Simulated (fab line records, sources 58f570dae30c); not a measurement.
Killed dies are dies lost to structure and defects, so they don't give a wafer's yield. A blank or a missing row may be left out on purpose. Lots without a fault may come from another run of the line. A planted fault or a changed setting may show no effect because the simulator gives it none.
fab line records | flow berkeley_cmos170
record lots=5 wafers=23
route steps=331 shown M2@272 V2@294 M3@310
start_h: hours from the record's first day to the start of the lot's first wafer shown | wait_h: hours since the lot's step before | " the same as in the row above | L1.1+2: a row that stands for several wafers | - no value, or no start given | * or withheld: withheld | < > ~ a bound
route shown NAME@n: a module of which the file shows steps, and the number in the route of the first | usual: mean/standard deviation of fault-free wafers | same: alike in all rows | chamber/n: place in a boat | sites: the reading at each site | _std_site: their standard deviation | _edge_site: outer sites' mean less inner sites' | radius_mm: how far each site lies from the wafer's centre | mask NAME#n: copy n | behind: the tool/chamber that last shaped the wafer | hold: why the lot was held/for how many hours/how that ended | device: the transistor (n, p or np) that didn't switch | end of line: the same wafers' tests at the end of the route | a step without rows: its recipe alone | killed: dies lost to structure and defects at the first sort, not the wafer's yield | map: a wafer's dies, x killed, . not, _ none there
set.NAME: the setting as run; set.NAME@STEP: as run at that earlier step | model.NAME: the simulator's own value behind a step, which no gauge read
lots whose settings were changed on purpose; a table a step, a row a wafer
## steps
# step UCB170_M2_SPUTTER_01
# recipe material=Al target_thk_nm=900 time_s=120 power_w=6000 chamber_pressure_pa=0.5
# columns lot.wafer tool chamber start_h wait_h set.power_w model.Al_of_M2_SPUTTER_01.thk_nm
L075.1 pvd_sputter-02 - 182.30 0.0 6000 899.7
L075.2 " - " " 5630 840.7
L075.3 " - " " 6000 878.7
L075.4 " - " " 5630 836.9
L075.6 " - " " 5630 843
L076.2 pvd_sputter-03 - 195.47 0.0 5583 853.3
L076.3 " - " " 6000 902.2
L076.4 " - " " 6000 907
L076.5 " - " " 6000 911.5
L076.6 " - " " 5583 852.1
L078.2 pvd_sputter-03 - 203.68 0.0 5536 816.7
L078.3 " - " " 5536 826.2
L078.4 " - " " 6000 903.6
L078.5 " - " " 5536 823.8
L078.6 " - " " 6000 902.1
L081.1 pvd_sputter-04 - 229.18 0.0 6000 898
L081.3 " - " " 6000 910.8
L081.4 " - " " 6000 902.9
L084.1 pvd_sputter-03 - 235.15 0.0 6000 904.7
L084.2 " - " " 6429 951.4
L084.3 " - " " 6000 905.8
L084.5 " - " " 6429 954
L084.6 " - " " 6429 959.4
# step UCB170_M2_RS_MEAS_02
# recipe thk_meas_gauge=four-point-probe reads=Al_of_M2_SPUTTER_01
# usual M2_AL_RS=0.0322/0.00032
# columns lot.wafer tool chamber start_h wait_h set.power_w@M2_SPUTTER_01 M2_AL_RS[ohm/sq]
L075.1 film_metro-03 - 182.39 0.0 6000 0.0322
L075.2 " - " " 5630 0.0344
L075.3 " - " " 6000 0.0330
L075.4 " - " " 5630 0.0344
L075.6 " - " " 5630 0.0343
L076.2 film_metro-04 - 195.57 0.1 5583 0.0339
L076.3 " - " " 6000 0.0321
L076.4 " - " " 6000 0.0319
L076.5 " - " " 6000 0.0318
L076.6 " - " " 5583 0.0340
L078.2 film_metro-01 - 203.78 0.1 5536 0.0355
L078.3 " - " " 5536 0.0351
L078.4 " - " " 6000 0.0321
L078.5 " - " " 5536 0.0352
L078.6 " - " " 6000 0.0321
L081.1 film_metro-03 - 229.27 0.0 6000 0.0322
L081.3 " - " " 6000 0.0318
L081.4 " - " " 6000 0.0320
L084.1 film_metro-01 - 235.23 0.0 6000 0.0320
L084.2 " - " " 6429 0.0304
L084.3 " - " " 6000 0.0319
L084.5 " - " " 6429 0.0304
L084.6 " - " " 6429 0.0302
# step UCB170_M2_THK_MEAS_03
# recipe thk_meas_gauge=xrf reads=Al_of_M2_SPUTTER_01
# usual M2_AL_THK=892/12
# columns lot.wafer tool chamber start_h wait_h set.power_w@M2_SPUTTER_01 M2_AL_THK[nm]
L075.1 film_metro-03 - 182.51 0.1 6000 888
L075.2 " - " " 5630 833
L075.3 " - " " 6000 870
L075.4 " - " " 5630 829
L075.6 " - " " 5630 831
L076.2 film_metro-04 - 195.68 0.1 5583 861
L076.3 " - " " 6000 906
L076.4 " - " " 6000 910
L076.5 " - " " 6000 922
L076.6 " - " " 5583 860
L078.2 film_metro-01 - 203.89 0.1 5536 807
L078.3 " - " " 5536 817
L078.4 " - " " 6000 891
L078.5 " - " " 5536 816
L078.6 " - " " 6000 894
L081.1 film_metro-03 - 229.39 0.1 6000 887
L081.3 " - " " 6000 899
L081.4 " - " " 6000 892
L084.1 film_metro-01 - 235.35 0.1 6000 894
L084.2 " - " " 6429 947
L084.3 " - " " 6000 902
L084.5 " - " " 6429 944
L084.6 " - " " 6429 949
# step UCB170_M2_STRIP_07
# recipe chemistry=O2 power_w=400 pressure_mtorr=3500 platen_temp_c=withheld o2_flow_sccm=400 overash_fraction=0.5
# usual strip_time_to_endpoint_s=21.81/0.056
# columns lot.wafer tool chamber start_h wait_h set.o2_flow_sccm strip_time_to_endpoint_s
L075.1 plasma_asher-04 0 183.02 0.1 447.7 21.38
L075.2 " 1 " " 400 21.78
L075.3 " 0 " " 400 21.73
L075.4 " 1 " " 447.7 21.43
L075.6 " 0 " " 400 21.81
L076.2 plasma_asher-01 0 196.18 0.1 343.1 22.35
L076.3 " 1 " " 400 21.88
L076.4 " 0 " " 343.1 22.34
L076.5 " 0 " " 343.1 22.36
L076.6 " 1 " " 400 21.85
L078.2 plasma_asher-01 0 204.39 0.1 400 21.76
L078.3 " 1 " " 400 21.85
L078.4 " 0 " " 400 21.79
L078.5 " 0 " " 400 21.80
L078.6 " 1 " " 400 21.81
L081.1 plasma_asher-01 1 229.90 0.1 400 21.96
L081.3 " 1 " " 400 21.95
L081.4 " 0 " " 400 21.91
L084.1 plasma_asher-01 1 235.86 0.1 400 21.84
L084.2 " 0 " " 354.9 22.24
L084.3 " 0 " " 400 21.86
L084.5 " 0 " " 400 21.91
L084.6 " 1 " " 354.9 22.32
# step UCB170_M2_STRIP_08
# recipe chemistry=DMSO temp_c=80 time_s=600 material=KrF
# step UCB170_M2_COAT_09
# recipe resist=BARC temp_c=withheld time_s=withheld spin_rpm=3000 resist_thk_nm=withheld
# step UCB170_M2_ETCH_17
# recipe chemistry=N2/H2 target_depth_a=withheld overetch_a=withheld target=BARC time_s=withheld source_w=500 bias_w=100 pressure_mtorr=30 n2_flow_sccm=100 h2_flow_sccm=200
# step UCB170_M2_METAL_ETCH_18
# recipe chemistry=Cl2/BCl3 target=Al stop_on=SiO2 pressure_mtorr=12 target_depth_a=11700 over_etch_frac=0.3 time_s=195 icp_w=600 bias_w=120 Cl2_flow_sccm=90 bcl3_flow_sccm=45
# usual oes_product_au=0.852/0.012
# columns lot.wafer tool chamber start_h wait_h set.power_w@M2_SPUTTER_01 oes_product_au
L075.1 rie_metal-03 1 184.33 - 6000 0.844
L075.2 " 0 " " 5630 0.833
L075.3 " 1 " " 6000 0.837
L075.4 " 0 " " 5630 0.840
L075.6 " 1 " " 5630 0.819
L076.2 rie_metal-03 1 197.62 - 5583 0.819
L076.3 " 1 " " 6000 0.854
L076.4 " 0 " " 6000 0.865
L076.5 " 0 " " 6000 0.871
L076.6 " 1 " " 5583 0.826
L078.2 rie_metal-03 0 205.73 - 5536 0.819
L078.3 " 0 " " 5536 0.830
L078.4 " 1 " " 6000 0.844
L078.5 " 0 " " 5536 0.824
L078.6 " 1 " " 6000 0.845
L081.1 rie_metal-04 0 231.34 - 6000 0.842
L081.3 " 1 " " 6000 0.851
L081.4 " 0 " " 6000 0.846
L084.1 rie_metal-01 1 237.30 - 6000 0.853
L084.2 " 0 " " 6429 0.890
L084.3 " 0 " " 6000 0.857
L084.5 " 1 " " 6429 0.878
L084.6 " 0 " " 6429 0.890
# step UCB170_V2_CMP_02
# recipe material=SiO2 down_force_psi=6 platen_rpm=60 pad_velocity_m_s=0.75398
# columns lot.wafer tool chamber start_h wait_h set.leave_above_ref_nm model.SiO2_of_V2_CVD_00.thk_nm
L075.1 cmp-02 1 184.95 0.1 1000 -
L075.2 " 2 " " 1034 -
L075.3 " 3 " " 1000 999
L075.4 " 0 " " 1034 1034
L075.6 " 2 " " 1000 998.5
L076.2+5 cmp-02 3,0 198.24 0.0 1000 1001
L076.3 " 1 " " 1000 1000
L076.4 " 2 " " 1000 999.6
L076.6 " 3 " " 1000 1002
L078.2 cmp-01 0 206.35 0.0 1000 997.9
L078.4 " 1 " " 1000 998.4
L078.3+5 " 3,1 " " 1000 998.5
L078.6 " 0 " " 1000 997.4
L081.3 cmp-02 3 231.96 0.0 1000 999.4
L081.4 " 0 " " 1000 1001
L081.1 " 2 " " 1000 1000
L084.3 cmp-01 3 237.92 0.0 938 -
L084.1 " 0 " " 1000 999.7
L084.2+6 " 1,3 " " 1000 -
L084.5 " 0 " " 938 936.7
# step UCB170_V2_THK_MEAS_04
# recipe reads=SiO2_of_V2_CVD_00
# usual V2_POLISHED_THK=999.8/1.3
# columns lot.wafer tool chamber start_h wait_h set.leave_above_ref_nm@V2_CMP_02 V2_POLISHED_THK[nm]
L075.1 film_metro-01 - 185.37 0.1 1000 998.7
L075.2 " - " " 1034 1031.8
L075.3 " - " " 1000 999.0
L075.4 " - " " 1034 1034.3
L075.6 " - " " 1000 999.4
L076.2 film_metro-01 - 198.67 0.1 1000 1001.0
L076.3 " - " " 1000 1000.1
L076.4 " - " " 1000 999.1
L076.5 " - " " 1000 1000.9
L076.6 " - " " 1000 1001.9
L078.2 film_metro-01 - 206.78 0.1 1000 998.3
L078.3 " - " " 1000 1000.0
L078.4 " - " " 1000 997.7
L078.5 " - " " 1000 998.2
L078.6 " - " " 1000 997.3
L081.1 film_metro-01 - 232.38 0.1 1000 1000.3
L081.3 " - " " 1000 998.9
L081.4 " - " " 1000 1001.3
L084.1 film_metro-04 - 238.34 0.1 1000 998.9
L084.2 " - " " 1000 1000.2
L084.3 " - " " 938 937.7
L084.5 " - " " 938 936.5
L084.6 " - " " 1000 999.7
# step UCB170_V2_EXPOSE_09
# recipe mask_id=VIA2 target_cd_nm=700 na=0.5 sigma_outer=0.6 source_shape=conventional dose_mj=37
# columns lot.wafer tool chamber start_h wait_h mask set.dose_mj
L075.1+2+4 krf_scanner-01 0 188.25 0.3 VIA2#0 37
L075.3+6 " 0 " " VIA2#0 39.72
L076.2+3+6 krf_scanner-01 0 199.37 0.1 VIA2#0 34.4
L076.4+5 " 0 " " VIA2#0 37
L078.2+3+4+5+6 krf_scanner-02 0 207.63 0.2 VIA2#0 37
L081.1+3+4 krf_scanner-01 0 233.11 0.1 VIA2#0 37
L084.1+2+5 krf_scanner-01 0 239.29 0.1 VIA2#0 34.73
L084.3+6 " 0 " " VIA2#0 37
# step UCB170_V2_PEB_10
# recipe peb_temp_c=129.6 peb_time_s=withheld resist=KrF
# step UCB170_V2_DEVELOP_11
# recipe developer=TMAH develop_time_s=45 resist=KrF dev_temp_c=21
# step UCB170_V2_CD_MEAS_12
# recipe target_cd_nm=700
# usual cd_nm=700.1/1.1
# columns lot.wafer tool chamber start_h wait_h set.dose_mj@V2_EXPOSE_09 cd_nm
L075.1 cd_sem-02 - 189.29 - 37 701.1
L075.2 " - " " 37 701.8
L075.3 " - " " 39.72 712.3
L075.4 " - " " 37 701.2
L075.6 " - " " 39.72 713.3
L076.2 cd_sem-02 - 199.76 - 34.4 686.7
L076.3 " - " " 34.4 687.1
L076.4 " - " " 37 700.3
L076.5 " - " " 37 699.8
L076.6 " - " " 34.4 686.7
L078.2 cd_sem-02 - 208.02 - 37 699.5
L078.3 " - " " 37 698.9
L078.4 " - " " 37 698.6
L078.5 " - " " 37 700.4
L078.6 " - " " 37 699.8
L081.1 cd_sem-01 - 233.50 - 37 699.7
L081.3 " - " " 37 701.0
L081.4 " - " " 37 700.4
L084.1 cd_sem-01 - 239.68 - 34.73 688.6
L084.2 " - " " 34.73 689.7
L084.3 " - " " 37 700.3
L084.5 " - " " 34.73 689.0
L084.6 " - " " 37 699.1
# step UCB170_V2_ETCH_14
# recipe chemistry=CHF3/CF4/Ar target=SiO2 stop_on=Al CHF3_flow_sccm=45 cf4_flow_sccm=15 Ar_flow_sccm=150 pressure_mtorr=200 rf_w=700 target_depth_a=12500 over_etch_frac=0.25 time_s=291
# columns lot.wafer tool chamber start_h wait_h set.leave_above_ref_nm@V2_CMP_02 set.dose_mj@V2_EXPOSE_09 model.V2.feature_depth_nm model.V2.cd_nm
L075.1 rie_diel-02 0 189.44 0.0 1000 37 999.9 702
L075.2 " 3 " " 1034 37 1032 701.7
L075.3 " 0 " " 1000 39.72 999.5 712.5
L075.4 " 3 " " 1034 37 1034 700.9
L075.6 " 3 " " 1000 39.72 998.6 712.7
L076.2 rie_diel-02 3 199.89 0.0 1000 34.4 1001 686.5
L076.3 " 1 " " 1000 34.4 1000 686.6
L076.4 " 0 " " 1000 37 1000 700
L076.5 " 3 " " 1000 37 1001 699.9
L076.6 " 1 " " 1000 34.4 1002 685.8
L078.2 rie_diel-03 1 208.16 0.0 1000 37 997.9 698.7
L078.3 " 3 " " 1000 37 998.5 699
L078.4 " 0 " " 1000 37 998.4 697.1
L078.5 " 0 " " 1000 37 998.5 699.4
L078.6 " 1 " " 1000 37 997.4 699.4
L081.1 rie_diel-03 3 233.65 0.0 1000 37 1000 699.2
L081.3 " 0 " " 1000 37 999.4 700.2
L081.4 " 1 " " 1000 37 1001 700
L084.1 rie_diel-02 0 239.84 0.0 1000 34.73 1000 689.6
L084.2 " 2 " " 1000 34.73 1001 690.6
L084.3 " 1 " " 938 37 937.7 699.4
L084.5 " 0 " " 938 34.73 937.3 689.5
L084.6 " 1 " " 1000 37 999.7 698
# step UCB170_V2_STRIP_15
# recipe chemistry=O2 power_w=400 pressure_mtorr=3500 platen_temp_c=withheld o2_flow_sccm=400 overash_fraction=0.5
# step UCB170_V2_CD_MEAS_90
# recipe target_cd_nm=700
# usual cd_nm=700.0/1.2
# columns lot.wafer tool chamber start_h wait_h set.dose_mj@V2_EXPOSE_09 cd_nm
L075.1 cd_sem-02 - 189.81 0.1 37 702.1
L075.2 " - " " 37 701.9
L075.3 " - " " 39.72 712.2
L075.4 " - " " 37 700.8
L075.6 " - " " 39.72 712.5
L076.2 cd_sem-02 - 200.19 0.1 34.4 686.8
L076.3 " - " " 34.4 686.5
L076.4 " - " " 37 700.1
L076.5 " - " " 37 699.8
L076.6 " - " " 34.4 685.6
L078.2 cd_sem-02 - 208.46 0.1 37 698.8
L078.3 " - " " 37 698.8
L078.4 " - " " 37 697.2
L078.5 " - " " 37 699.5
L078.6 " - " " 37 699.3
L081.1 cd_sem-02 - 233.93 0.1 37 699.0
L081.3 " - " " 37 700.1
L081.4 " - " " 37 700.3
L084.1 cd_sem-01 - 240.12 0.1 34.73 689.5
L084.2 " - " " 34.73 690.5
L084.3 " - " " 37 698.9
L084.5 " - " " 34.73 689.3
L084.6 " - " " 37 697.8
# step UCB170_M3_SPUTTER_01
# recipe material=Al target_thk_nm=900 time_s=120 power_w=6000 chamber_pressure_pa=0.5
# columns lot.wafer tool chamber start_h wait_h set.time_s model.Al_of_M3_SPUTTER_01.thk_nm
L075.1 pvd_sputter-01 - 190.00 0.0 111.4 813.2
L075.2 " - " " 111.4 830.6
L075.3 " - " " 120 878.4
L075.4 " - " " 120 882.1
L075.6 " - " " 120 879.5
L076.2 pvd_sputter-01 - 200.36 0.0 120 904.9
L076.3 " - " " 120 897.9
L076.4 " - " " 120 884.9
L076.5 " - " " 120 893.3
L076.6 " - " " 120 890.8
L078.2 pvd_sputter-01 - 208.62 0.0 120 907.8
L078.3 " - " " 120 913
L078.4 " - " " 120 895.2
L078.5 " - " " 120 898.1
L078.6 " - " " 120 902.5
L081.1 pvd_sputter-04 - 234.12 0.0 120 897.2
L081.3 " - " " 120 905.6
L081.4 " - " " 120 900.6
L084.1 pvd_sputter-01 - 240.31 0.0 120 890.9
L084.2 " - " " 133.3 1010
L084.3 " - " " 133.3 993.6
L084.5 " - " " 120 902
L084.6 " - " " 133.3 999.3
# step UCB170_M3_RS_MEAS_02
# recipe thk_meas_gauge=four-point-probe reads=Al_of_M3_SPUTTER_01
# usual M3_AL_RS=0.0323/0.00035
# columns lot.wafer tool chamber start_h wait_h set.time_s@M3_SPUTTER_01 M3_AL_RS[ohm/sq]
L075.1 film_metro-02 - 190.08 0.0 111.4 0.0357
L075.2 " - " " 111.4 0.0349
L075.3 " - " " 120 0.0330
L075.4 " - " " 120 0.0329
L075.6 " - " " 120 0.0329
L076.2 film_metro-02 - 200.46 0.1 120 0.0320
L076.3 " - " " 120 0.0323
L076.4 " - " " 120 0.0328
L076.5 " - " " 120 0.0324
L076.6 " - " " 120 0.0325
L078.2 film_metro-03 - 208.73 0.1 120 0.0319
L078.3 " - " " 120 0.0317
L078.4 " - " " 120 0.0323
L078.5 " - " " 120 0.0322
L078.6 " - " " 120 0.0320
L081.1 film_metro-04 - 234.20 0.0 120 0.0323
L081.3 " - " " 120 0.0319
L081.4 " - " " 120 0.0322
L084.1 film_metro-02 - 240.39 0.0 120 0.0326
L084.2 " - " " 133.3 0.0287
L084.3 " - " " 133.3 0.0291
L084.5 " - " " 120 0.0322
L084.6 " - " " 133.3 0.0290
# step UCB170_M3_THK_MEAS_03
# recipe thk_meas_gauge=xrf reads=Al_of_M3_SPUTTER_01
# usual M3_AL_THK=895/12
# columns lot.wafer tool chamber start_h wait_h set.time_s@M3_SPUTTER_01 M3_AL_THK[nm]
L075.1 film_metro-02 - 190.20 0.1 111.4 802
L075.2 " - " " 111.4 824
L075.3 " - " " 120 868
L075.4 " - " " 120 874
L075.6 " - " " 120 871
L076.2 film_metro-02 - 200.57 0.1 120 906
L076.3 " - " " 120 896
L076.4 " - " " 120 880
L076.5 " - " " 120 893
L076.6 " - " " 120 888
L078.2 film_metro-03 - 208.84 0.1 120 895
L078.3 " - " " 120 904
L078.4 " - " " 120 884
L078.5 " - " " 120 887
L078.6 " - " " 120 894
L081.1 film_metro-04 - 234.32 0.1 120 898
L081.3 " - " " 120 912
L081.4 " - " " 120 904
L084.1 film_metro-02 - 240.51 0.1 120 889
L084.2 " - " " 133.3 1004
L084.3 " - " " 133.3 987
L084.5 " - " " 120 898
L084.6 " - " " 133.3 989
## key
split step=UCB170_M2_SPUTTER_01 setting=power_w stated=6000 by=wafer
response step=UCB170_M2_SPUTTER_01 reading=model.Al_of_M2_SPUTTER_01.thk_nm change=+8.4 per=1% r=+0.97
response step=UCB170_M2_RS_MEAS_02 reading=M2_AL_RS change=-0.000312 per=1% r=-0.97
response step=UCB170_M2_THK_MEAS_03 reading=M2_AL_THK change=+8.21 per=1% r=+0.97
response step=UCB170_M2_METAL_ETCH_18 reading=oes_product_au change=+0.00367 per=1% r=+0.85
split step=UCB170_M2_STRIP_07 setting=o2_flow_sccm stated=400 by=wafer
response step=UCB170_M2_STRIP_07 reading=strip_time_to_endpoint_s change=* per=1% r=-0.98
split step=UCB170_V2_CMP_02 setting=leave_above_ref_nm stated=1000 by=wafer
response step=UCB170_V2_CMP_02 reading=model.SiO2_of_V2_CVD_00.thk_nm change=+10.2 per=1% r=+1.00
response step=UCB170_V2_THK_MEAS_04 reading=V2_POLISHED_THK change=+10.1 per=1% r=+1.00
response step=UCB170_V2_ETCH_14 reading=model.V2.feature_depth_nm change=+10.1 per=1% r=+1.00
split step=UCB170_V2_EXPOSE_09 setting=dose_mj stated=37 by=wafer
response step=UCB170_V2_CD_MEAS_12 reading=cd_nm change=+1.71 per=1% r=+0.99
response step=UCB170_V2_ETCH_14 reading=model.V2.cd_nm change=+1.64 per=1% r=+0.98
response step=UCB170_V2_CD_MEAS_90 reading=cd_nm change=+1.61 per=1% r=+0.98
split step=UCB170_M3_SPUTTER_01 setting=time_s stated=120 by=wafer
response step=UCB170_M3_SPUTTER_01 reading=model.Al_of_M3_SPUTTER_01.thk_nm change=+9.03 per=1% r=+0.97
response step=UCB170_M3_RS_MEAS_02 reading=M3_AL_RS change=-0.000317 per=1% r=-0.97
response step=UCB170_M3_THK_MEAS_03 reading=M3_AL_THK change=+8.75 per=1% r=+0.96
